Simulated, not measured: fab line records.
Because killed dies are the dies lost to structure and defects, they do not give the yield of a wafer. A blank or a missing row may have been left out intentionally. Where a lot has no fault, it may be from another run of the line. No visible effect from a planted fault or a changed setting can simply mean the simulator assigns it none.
Which tool is to blame?    flow rit_cmos    13 lots with 39 wafers sampled at 2 steps, on a route of 202 steps

== WHAT THE GAUGES SHOWED, per wafer ==
RIT_REOX_THK_MEAS_04.
lot   measured     on             REOX_OXIDE_THK (nm)
L311  day 2 19:16  film_metro-02  25.7 25.6 25.5
L312  day 2 23:19  film_metro-04  24.7 24.8 24.4
L313  day 3 06:51  film_metro-02  25.2 25.1 25.3
L314  day 3 12:02  film_metro-03  25.3 26.1 25.2
L315  day 3 18:11  film_metro-04  25.7 25.6 25.5
L316  day 3 20:04  film_metro-03  25.7 25.7 25.6
L317  day 4 03:31  film_metro-03  25.3 25.4 25.1
L318  day 4 08:43  film_metro-04  25.5 25.5 25.5
L319  day 4 11:16  film_metro-03  24.8 25.2 24.9
L330  day 6 23:26  film_metro-04  29.5 29.7 29.8
L331  day 7 03:19  film_metro-04  30.2 30.0 30.1
L332  day 7 07:12  film_metro-03  25.3 25.4 25.3
L333  day 7 13:00  film_metro-03  25.7 25.7 26.3

== TOOL THAT RAN EACH LOT (tool first, then ch and the chambers of the sampled wafers, then the start) ==
lot   RIT_REOX_OXIDATION_03
L311  furnace-03 ch 0, day 2 16:41
L312  furnace-01 ch 0, day 2 20:44
L313  furnace-03 ch 0, day 3 04:18
L314  furnace-03 ch 0, day 3 09:29
L315  furnace-01 ch 0, day 3 15:37
L316  furnace-04 ch 0, day 3 17:31
L317  furnace-03 ch 0, day 4 00:58
L318  furnace-03 ch 0, day 4 06:10
L319  furnace-03 ch 0, day 4 08:43
L330  furnace-04 ch 0, day 6 20:53
L331  furnace-04 ch 0, day 7 00:46
L332  furnace-01 ch 0, day 7 04:39
L333  furnace-01 ch 0, day 7 10:27
- RIT_REOX_OXIDATION_03: target thk 25.2 nm, ox time 5580 s.

== AS READ BY THE TOOLS THEMSELVES (means over the sampled wafers that have a number; for cases with no such wafer, the mark the record gives instead) ==
RIT_REOX_OXIDATION_03.
lot   tool        spike_tc_centre_C (C)  spike_tc_load_C (C)  spike_tc_source_C (C)  tube_center_temp_C (C)  tube_center_temp_C_max
L311  furnace-03  902.2                  926.5                923.3                  900                     902.2
L312  furnace-01  904.0                  925.4                921.4                  900                     902.6
L313  furnace-03  902.2                  926.8                925.0                  900                     902.4
L314  furnace-03  901.1                  928.1                924.5                  900                     902.1
L315  furnace-01  903.3                  924.3                921.6                  900                     901.9
L316  furnace-04  904.2                  927.4                922.9                  900                     902.2
L317  furnace-03  900.9                  926.7                925.3                  900                     902.8
L318  furnace-03  902.0                  926.3                924.6                  900                     902.1
L319  furnace-03  901.7                  927.9                924.7                  900                     902.6
L330  furnace-04  919.9                  941.9                937.5                  915                     917.1
L331  furnace-04  918.7                  941.0                936.8                  915                     917.4
L332  furnace-01  903.4                  924.3                921.6                  900                     902.1
L333  furnace-01  905.6                  924.8                921.3                  900                     902.1

== THE ANSWER, worked out from the rows above alone ==
Rule: usual is defined by the lots themselves. Put in order of their means at a reading, lots are off if they are a third of the lots or fewer, leave a main group of 4 or more, and stand apart from it by a gap of 3 or more times the standard deviation of the main group's means; of several such gaps the widest counts. If all means in a main group match to the digits the tables above print for the reading, that group is not used. Also off: a lot with no number at a reading for which 4 or more lots have one. Where the step has rows for the other lots, those lots are counted as sound. After the gauges, taken in route order, come the tools' own readings; for these a lot's mean is taken, as printed above. The first step at which some lot is off is used, and at that step the reading that is off furthest; a lot without a number counts as furthest.
Off: at RIT_REOX_THK_MEAS_04 (REOX_OXIDE_THK), L330, L331. The main group: mean 25.4 nm, standard deviation 0.34.
A tool fits if, at a process step before that reading, it ran every lot that is off, and no sound lot after the first of them. Not tried: the gauges at RIT_REOX_THK_MEAS_04; whatever is off there is also off at RIT_REOX_OXIDATION_03, on other tools, and gauge error can't account for it. One fits: RIT_REOX_OXIDATION_03 on furnace-04. Its last sound lot is L316 (day 3 17:31), its first lot that is off L330 (day 6 20:53): a fault that began between those two fits.
The tool's own readings at RIT_REOX_OXIDATION_03 bear it out: on the lots that are off they differ by more than 5 times the standard deviation of the sound lots' means. spike_tc_centre_C reads 919.3 C there against 902.8 C on the sound lots; spike_tc_load_C reads 941.5 C there against 926.2 C on the sound lots; spike_tc_source_C reads 937.1 C there against 923.3 C on the sound lots; tube_center_temp_C reads 915 C there against 900 C on the sound lots; tube_center_temp_C_max reads 917.2 there against 902.3 on the sound lots.

== WHAT THE SIMULATOR HAD INSERTED ==
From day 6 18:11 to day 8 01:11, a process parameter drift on furnace-04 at RIT_REOX_OXIDATION_03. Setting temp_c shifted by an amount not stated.
Struck lots among those shown: L330, L331. The rule above reached the same finding.
